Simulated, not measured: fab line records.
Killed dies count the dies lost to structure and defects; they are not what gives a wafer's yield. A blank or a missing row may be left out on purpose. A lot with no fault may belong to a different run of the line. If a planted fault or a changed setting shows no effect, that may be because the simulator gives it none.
Which of the tools did it? ; flow rit cmos ; 14 lots, 42 wafers sampled, at 2 steps of a route of 202

== WHAT THE GAUGES READ, wafer by wafer ==
RIT_PRETRO_TW_MEAS_10.
lot;measured;on;PRETRO_TW
L788;day 2 09:23;film metro-02;474 469 473
L789;day 2 13:57;film metro-02;471 471 471
L790;day 2 20:22;film metro-03;486 488 488
L792;day 3 05:05;film metro-01;472 469 472
L794;day 3 14:55;film metro-02;473 476 475
L795;day 3 19:41;film metro-01;586 583 585
L797;day 4 09:44;film metro-03;602 598 600
L804;day 5 17:03;film metro-03;484 486 481
L806;day 6 05:22;film metro-01;476 473 476
L807;day 6 08:29;film metro-02;473 475 476
L808;day 6 13:07;film metro-02;475 474 477
L809;day 6 18:58;film metro-02;476 476 479
L810;day 6 23:50;film metro-02;477 476 476
L811;day 7 04:57;film metro-01;470 471 471

== WHAT TOOL EACH LOT RAN ON (gives the tool, then ch and the chambers of the sampled wafers, and finally the start) ==
lot;RIT_PRETRO_IMPLANT_08
L788;implanter-04 ch 0, day 2 09:04
L789;implanter-01 ch 0, day 2 13:37
L790;implanter-01 ch 0, day 2 20:02
L792;implanter-04 ch 0, day 3 04:46
L794;implanter-02 ch 0, day 3 14:35
L795;implanter-01 ch 0, day 3 19:03
L797;implanter-02 ch 0, day 4 09:06
L804;implanter-02 ch 0, day 5 16:43
L806;implanter-04 ch 0, day 6 05:04
L807;implanter-04 ch 0, day 6 08:13
L808;implanter-02 ch 0, day 6 12:47
L809;implanter-04 ch 0, day 6 18:39
L810;implanter-02 ch 0, day 6 23:34
L811;implanter-01 ch 0, day 7 04:38
- RIT_PRETRO_IMPLANT_08

== WHAT THE TOOLS THEMSELVES READ (means of the sampled wafers that have a number; where no wafer has one, the mark that the record gives instead) ==
The record holds no such reading with a usual standard deviation.

== THE ANSWER, worked out from the rows above alone ==
Rule: what is usual is taken from the lots themselves. The widest of any qualifying gaps counts: lots, ordered by their means at a reading, are off when they make up no more than a third of the lots, leave a main group of 4 or more, and stand apart from it by 3 or more times the standard deviation of that group's means. The tables above print the reading to a certain number of digits; a main group whose means all agree to those digits is not used. Also off: a lot with no number at a reading for which 4 or more lots have one. The other lots that the step has rows for count as sound. The gauges are gone through in route order, then the tools' own readings, and for those a lot's mean is taken as printed above. At the first step where some lot is off, the reading lying furthest off is the one used; lots without a number count as furthest.
Off: L795, L797, seen at RIT_PRETRO_TW_MEAS_10 (PRETRO_TW). For the main group the mean is 476 and the standard deviation 4.9.
If a tool, at a process step before that reading, ran all the lots that are off and no sound lot after the first of them, it fits. Those tools and the gauges at RIT_PRETRO_TW_MEAS_10 are tried in the same way. Of those tried, none fits.

== WHAT THE SIMULATOR HAD INSERTED ==
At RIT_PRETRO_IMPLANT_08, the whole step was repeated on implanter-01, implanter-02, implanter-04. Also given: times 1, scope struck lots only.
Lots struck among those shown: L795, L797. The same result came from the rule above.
